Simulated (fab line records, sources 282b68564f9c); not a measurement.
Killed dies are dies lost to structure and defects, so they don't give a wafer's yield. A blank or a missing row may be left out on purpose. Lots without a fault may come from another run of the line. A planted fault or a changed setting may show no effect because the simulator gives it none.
Split-lot experiment | flow rit_cmos | 5 lots, 23 wafers read, on a route of 202 steps

THE SPLIT
At RIT_GATE_SOFTBAKE_12 (time 60 s), the setting temp_c was moved away from the recipe's 90 C on 11 of the 23 wafers read, by -1.7% to +3.7%. The other wafers ran this setting at the recipe's value.

FROM THE SPLIT TO THE READING: what the file shows between them, 2 steps
- RIT_GATE_EXPOSE_13: exposes mask M6, target cd 150 nm
- RIT_GATE_PEB_14

THE READING
NOVOLAK_of_GATE_COAT_11.thk_nm (the simulator's own value, which no gauge read), in nm, at RIT_GATE_DEVELOP_15 (develop time 50 s). The file gives no usual value for it. The 12 wafers here that ran the recipe average 850.9 nm, standard deviation 2.1 nm.

wafer  | tool, chamber at the split | temp_c as run, C | against the recipe | NOVOLAK_of_GATE_COAT_11.thk_nm, nm | against lot-mates on the recipe
L074.1 | litho_track-02, 0          | 88.44            | -1.7%              | 854.6                              | +6.3
L074.2 | litho_track-02, 0          | 88.44            | -1.7%              | 852.8                              | +4.5
L074.4 | litho_track-02, 0          | 90               | recipe             | 848.3                              | -
L074.5 | litho_track-02, 0          | 88.44            | -1.7%              | 851.7                              | +3.4
L074.6 | litho_track-02, 0          | 90               | recipe             | 848.4                              | -
L075.3 | litho_track-03, 0          | 90               | recipe             | 850.8                              | -
L075.4 | litho_track-03, 0          | 90               | recipe             | 849.8                              | -
L075.5 | litho_track-03, 0          | 90               | recipe             | 848.8                              | -
L078.1 | litho_track-04, 0          | 93.35            | +3.7%              | 847.4                              | -5.6
L078.2 | litho_track-04, 0          | 90               | recipe             | 853.9                              | -
L078.3 | litho_track-04, 0          | 93.35            | +3.7%              | 847.8                              | -5.2
L078.4 | litho_track-04, 0          | 90               | recipe             | 852                                | -
L078.5 | litho_track-04, 0          | 93.35            | +3.7%              | 844.4                              | -8.6
L079.1 | litho_track-04, 0          | 88.82            | -1.3%              | 853.8                              | -0.1
L079.2 | litho_track-04, 0          | 90               | recipe             | 852.9                              | -
L079.3 | litho_track-04, 0          | 88.82            | -1.3%              | 856.6                              | +2.7
L079.4 | litho_track-04, 0          | 90               | recipe             | 854.9                              | -
L079.6 | litho_track-04, 0          | 88.82            | -1.3%              | 858.4                              | +4.5
L081.1 | litho_track-03, 0          | 90               | recipe             | 849.1                              | -
L081.2 | litho_track-03, 0          | 90               | recipe             | 851.1                              | -
L081.3 | litho_track-03, 0          | 92.54            | +2.8%              | 845.1                              | -5.1
L081.4 | litho_track-03, 0          | 92.54            | +2.8%              | 844.9                              | -5.3
L081.5 | litho_track-03, 0          | 90               | recipe             | 850.5                              | -

THE FIT
A straight line over all 23 wafers: NOVOLAK_of_GATE_COAT_11.thk_nm changes by -1.64 nm for each +1% of temp_c; r = -0.79; the points scatter about the line by 2.3 nm.
The same after taking each lot's own level away (the mean of its wafers on the recipe; 23 wafers): -1.91 nm for each +1%; r = -0.94; scatter 1.3 nm.
On that fit, the largest move of temp_c shifts the reading by 7.1 nm.
The lots' own levels span 848.35 to 853.90 nm, that is 2.7 times the standard deviation above.
So the lot-to-lot level blurs the effect unless lot-mates are compared.
Check: with one of the wafers moved furthest among these (+3.7%) left out of the fit, the line predicts -7.19 nm for it against its lot-mates. It came out at -5.55 nm against them.

OTHER SPLITS ON THESE WAFERS
These wafers also went through other splits before the reading. Each is held against what the fit with the lots' levels taken away leaves over:
other split on the same wafers     | wafers away from the commonest value | r with NOVOLAK_of_GATE_COAT_11.thk_nm (lot level and that fit taken away)
RIT_ACTIVE_OXIDATION_01 ox_time_s  | 18                                   | +0.05
RIT_ACTIVE_EXPOSE_08 dose_mj       | 7                                    | -0.08
RIT_ACTIVE_STRIP_14 pressure_mtorr | 18                                   | -0.15
RIT_NWELL_IMPLANT_08 energy_kev    | 9                                    | -0.08
RIT_PRETRO_COAT_01 resist_thk_nm   | 9                                    | +0.11
RIT_PRETRO_HARDBAKE_07 temp_c      | 4                                    | -0.08
RIT_GATE_CVD_08 sih4_flow_sccm     | 15                                   | -0.01

THE FILE'S OWN FIT
NOVOLAK_of_GATE_COAT_11.thk_nm changes by -1.87 nm for each +1% of temp_c, r = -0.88.
